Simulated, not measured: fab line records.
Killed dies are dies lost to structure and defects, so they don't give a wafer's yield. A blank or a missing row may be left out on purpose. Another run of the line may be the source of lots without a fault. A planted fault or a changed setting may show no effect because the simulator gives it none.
Split-lot trial    flow berkeley cmos170    route with 331 steps; 5 lots, 23 wafers read

## THE SPLIT
At UCB170_GATE_OXIDATION_01 (target thk 6.6 nm, ox time 1800 s), the setting ox time s was moved away from the recipe's 1800 s on 20 of the 23 wafers read, by -5.7% to +12.4%. This setting was run at the recipe's value on the other wafers.

The split's own step is where the reading is taken.

## THE READING
SiO2_of_GATE_OXIDATION_01.thk nm (the simulator's own value, which no gauge read), in nm, at UCB170_GATE_OXIDATION_01 (target thk 6.6 nm, ox time 1800 s). The file gives no usual value for it. Here, 3 wafers ran the recipe; their average is 6.382 nm with a standard deviation of 0.044 nm.

wafer   tool, chamber at the split  ox time s as run, s  against the recipe  SiO2_of_GATE_OXIDATION_01.thk nm, nm  against lot-mates on the recipe
L076.1  -, -                        2019                 +12.2%              7.13                                  no lot-mate on the recipe
L076.2  -, -                        2019                 +12.2%              7.128                                 no lot-mate on the recipe
L076.3  -, -                        2019                 +12.2%              7.139                                 no lot-mate on the recipe
L076.4  -, -                        2019                 +12.2%              7.164                                 no lot-mate on the recipe
L076.5  -, -                        2019                 +12.2%              7.171                                 no lot-mate on the recipe
L078.1  -, -                        1698                 -5.7%               6.415                                 no lot-mate on the recipe
L078.2  -, -                        1698                 -5.7%               6.537                                 no lot-mate on the recipe
L078.4  -, -                        1698                 -5.7%               6.404                                 no lot-mate on the recipe
L078.5  -, -                        1698                 -5.7%               6.318                                 no lot-mate on the recipe
L078.6  -, -                        1698                 -5.7%               6.325                                 no lot-mate on the recipe
L080.1  -, -                        1947                 +8.2%               7.127                                 no lot-mate on the recipe
L080.2  -, -                        1947                 +8.2%               7.063                                 no lot-mate on the recipe
L080.4  -, -                        1947                 +8.2%               6.901                                 no lot-mate on the recipe
L080.5  -, -                        1947                 +8.2%               6.945                                 no lot-mate on the recipe
L080.6  -, -                        1947                 +8.2%               6.933                                 no lot-mate on the recipe
L082.1  furnace-04, 0               1800                 recipe              6.437                                 -
L082.4  furnace-04, 0               1800                 recipe              6.38                                  -
L082.6  furnace-04, 0               1800                 recipe              6.329                                 -
L083.1  -, -                        2023                 +12.4%              7                                     no lot-mate on the recipe
L083.2  -, -                        2023                 +12.4%              7.008                                 no lot-mate on the recipe
L083.3  -, -                        2023                 +12.4%              6.934                                 no lot-mate on the recipe
L083.5  -, -                        2023                 +12.4%              6.962                                 no lot-mate on the recipe
L083.6  -, -                        2023                 +12.4%              6.998                                 no lot-mate on the recipe

THE FIT
A straight line over all 23 wafers: SiO2_of_GATE_OXIDATION_01.thk nm changes by +0.041 nm for each +1% of ox time s; r = +0.93; the points scatter about the line by 0.12 nm.
Too few moved wafers with a lot-mate on the recipe to fit a line net of each lot's own level.

## FILE'S OWN FIT
SiO2_of_GATE_OXIDATION_01.thk nm changes by +0.041 nm for each +1% of ox time s, r = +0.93.
